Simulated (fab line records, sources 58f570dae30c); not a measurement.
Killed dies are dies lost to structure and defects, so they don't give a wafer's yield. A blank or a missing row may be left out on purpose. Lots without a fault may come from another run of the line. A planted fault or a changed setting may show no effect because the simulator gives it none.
Which tool did it? | flow berkeley_cmos170 | 14 lots, 42 wafers sampled, at 3 steps of a route of 331

WHAT THE GAUGES READ, wafer by wafer
UCB170_GATE_CD_MEAS_90: target cd 350 nm. Usual: cd_nm 349.9 nm, standard deviation 1.5.
lot  | measured     | on        | cd_nm (nm)        | flag
L299 | day 5 23:57  | cd_sem-01 | 348.3 349.5 350.4 |
L298 | day 6 00:04  | cd_sem-02 | 347.8 349.7 350.9 |
L300 | day 6 15:30  | cd_sem-01 | 350.4 348.6 348.5 |
L302 | day 7 04:44  | cd_sem-01 | 349.7 347.6 348.2 |
L303 | day 7 05:18  | cd_sem-01 | 349.6 349.8 347.6 |
L307 | day 8 06:46  | cd_sem-02 | 351.2 352.7 350.5 |
L306 | day 8 06:53  | cd_sem-01 | 348.8 347.4 348.0 |
L308 | day 8 15:11  | cd_sem-01 | 350.7 350.2 351.3 |
L309 | day 8 15:27  | cd_sem-01 | 349.0 346.7 346.7 |
L312 | day 8 22:19  | cd_sem-02 | 350.9 351.3 352.3 |
L315 | day 9 16:31  | cd_sem-01 | 350.8 351.6 349.4 |
L316 | day 10 09:43 | cd_sem-02 | 348.2 349.0 349.9 |
L318 | day 10 19:52 | cd_sem-02 | 350.2 350.3 350.8 |
L320 | day 11 10:05 | cd_sem-02 | 350.3 352.2 351.8 |

UCB170_SPACER_THK_MEAS_01. Usual: SPACER_TEOS_THK 378 nm, standard deviation 4.8.
lot  | measured     | on            | SPACER_TEOS_THK (nm) | flag
L299 | day 6 04:20  | film_metro-02 | 372 368 379          |
L298 | day 6 05:04  | film_metro-02 | 378 376 378          |
L300 | day 6 19:38  | film_metro-01 | 372 380 381          |
L302 | day 7 08:52  | film_metro-03 | 383 382 385          |
L303 | day 7 09:32  | film_metro-03 | 378 376 383          |
L307 | day 8 10:58  | film_metro-01 | 515 520 524          | OFF
L306 | day 8 11:10  | film_metro-02 | 378 369 378          |
L308 | day 8 19:19  | film_metro-02 | 518 518 521          | OFF
L309 | day 8 19:40  | film_metro-01 | 373 380 385          |
L312 | day 9 03:01  | film_metro-02 | 371 382 377          |
L315 | day 9 22:11  | film_metro-01 | 379 383 382          |
L316 | day 10 13:58 | film_metro-01 | 367 373 380          |
L318 | day 11 00:18 | film_metro-02 | 370 379 378          |
L320 | day 11 15:16 | film_metro-02 | 373 377 381          |

WHICH TOOL RAN EACH LOT (tool, then ch and the chambers of the sampled wafers, then the start)
lot  | UCB170_SPACER_CVD_00
L299 | pecvd-02 ch 1,2, day 6 04:17
L298 | pecvd-04 ch 0,1,2, day 6 05:00
L300 | pecvd-01 ch 0,2, day 6 19:35
L302 | pecvd-04 ch 0,1,2, day 7 08:49
L303 | pecvd-04 ch 0,2, day 7 09:30
L307 | pecvd-02 ch 0,1, day 8 10:55
L306 | pecvd-04 ch 1,2, day 8 11:08
L308 | pecvd-02 ch 0,1,2, day 8 19:16
L309 | pecvd-01 ch 0,1, day 8 19:37
L312 | pecvd-04 ch 0,1,2, day 9 02:58
L315 | pecvd-01 ch 0, day 9 22:07
L316 | pecvd-01 ch 0,2, day 10 13:55
L318 | pecvd-01 ch 0,1,2, day 11 00:14
L320 | pecvd-02 ch 0,1, day 11 15:12
- UCB170_SPACER_CVD_00: deposits SiO2 from TEOS/O2, target thk 376 nm, time 47 s.

WHAT THE TOOLS THEMSELVES READ (means of the sampled wafers that have a number; where no wafer has one, the mark that the record gives instead)
UCB170_SPACER_CVD_00. Usual: heater_power_w 260 W, standard deviation 54.
lot  | tool     | heater_power_w (W) | flag
L299 | pecvd-02 | 293                |
L298 | pecvd-04 | 257                |
L300 | pecvd-01 | 254                |
L302 | pecvd-04 | 225                |
L303 | pecvd-04 | 265                |
L307 | pecvd-02 | 223                |
L306 | pecvd-04 | 252                |
L308 | pecvd-02 | 231                |
L309 | pecvd-01 | 231                |
L312 | pecvd-04 | 266                |
L315 | pecvd-01 | 209                |
L316 | pecvd-01 | 245                |
L318 | pecvd-01 | 260                |
L320 | pecvd-02 | 227                |

THE ANSWER, worked out from the rows above alone
Rule: a lot is off if the mean of its wafers that have a number lies more than 3 standard deviations from the usual mean. A lot without any number at a reading at which 4 lots or more have one is off too. The other lots that the step has rows for count as sound. The gauges are gone through in route order, then the tools' own readings, and for those a lot's mean is taken as printed above. The first step at which some lot is off is used, and at that step the reading that is off furthest; a lot without a number counts as furthest.
Off: L307, L308, at UCB170_SPACER_THK_MEAS_01 (SPACER_TEOS_THK).
A tool fits if, at a process step before that reading, it ran every lot that is off, and no sound lot after the first of them. The gauges at UCB170_SPACER_THK_MEAS_01 are tried like those tools. None of those tried fits.

WHAT THE SIMULATOR HAD PUT IN
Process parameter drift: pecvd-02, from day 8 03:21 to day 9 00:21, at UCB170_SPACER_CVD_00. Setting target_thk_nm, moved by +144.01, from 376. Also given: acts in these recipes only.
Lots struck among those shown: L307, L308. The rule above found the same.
